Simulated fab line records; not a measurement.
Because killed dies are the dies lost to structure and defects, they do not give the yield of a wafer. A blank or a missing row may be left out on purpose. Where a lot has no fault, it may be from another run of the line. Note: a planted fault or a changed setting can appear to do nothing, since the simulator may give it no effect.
One fault through the eyes of 2 desks	flow berkeley cmos170	every desk sees just its own numbers, and what lay behind them comes last

THE METROLOGY DESK
What the gauges read, lot by lot, whatever tool the lot ran on: means of the sampled wafers that have a number. Marked OUT: a lot whose mean sits more than 4 standard deviations from the usual mean, which makes it out of limits; the brackets give that distance.
Columns: A = cd nm at UCB170_NLDD_CD_MEAS_06, usual 1200.3 nm
lot	first seen here	A
L386	day 7 05:19	1197.6
L387	day 7 16:28	1202.0
L391	day 7 21:11	1203.4
L388	day 7 21:25	1199.5
L389	day 7 21:43	1200.4
L392	day 8 18:53	1204.5
L394	day 9 02:22	1200.8
L396	day 9 10:14	1198.9
L398	day 9 16:59	1198.3
L395	day 9 17:10	1199.4
L400	day 9 17:26	1199.3
L402	day 10 21:03	1200.6
L403	day 10 22:21	1203.7
L406	day 11 07:57	1199.8
This desk's verdict: no lot among the 14 shows anything out of limits.

THE TOOL OWNER'S DESK: pvd sputter-03
The tool's own readings at UCB170_M1_SPUTTER_00 (material Al, target thk 600 nm, time 80 s): means of the sampled wafers that have a number, for each lot that ran on this tool. Marked OUT: a lot whose mean sits more than 4 standard deviations from the usual mean, which makes it out of limits; the brackets give that distance.
Columns: A = chamber pressure pa at UCB170_M1_SPUTTER_00, usual 0.5000 Pa; B = throttle valve pct at UCB170_M1_SPUTTER_00, usual 30.5 %
lot	first seen here	A	B
L386	day 7 22:35	0.5006	30.5
L387	day 8 07:44	0.5005	30.1
L392	day 9 13:36	0.4991	30.3
L396	day 10 08:10	0.5000	30.5
L398	day 10 08:53	0.4996	30.2
L400	day 10 15:02	0.5074 (+7.4) OUT	30.7
L403	day 11 17:19	0.5161 (+16) OUT	30.1
Finding of this desk: L400, L403 out of limits; the first was L400 at day 10 15:02, on chamber pressure pa at UCB170_M1_SPUTTER_00. L386, L387, L392, L396, L398: within limits.

ALL TOGETHER
The tool owner's desk could have raised an alarm at day 10 15:02, on L400, L403.
Metrology desk: nothing out of limits seen.
The metrology desk holds a record of L400, L403, inside its limits.
The lots listed all ran UCB170_M1_SPUTTER_00 on pvd sputter-03.

WHAT THE SIMULATOR HAD INSERTED
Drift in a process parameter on pvd sputter-03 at UCB170_M1_SPUTTER_00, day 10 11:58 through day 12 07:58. The setting chamber pressure pa was moved by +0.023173, starting from 0.5. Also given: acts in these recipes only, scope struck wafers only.
Lots struck among those shown: L400, L403.
Each desk's first reading out of limits, in hours after the fault started: the tool owner's desk, 3.
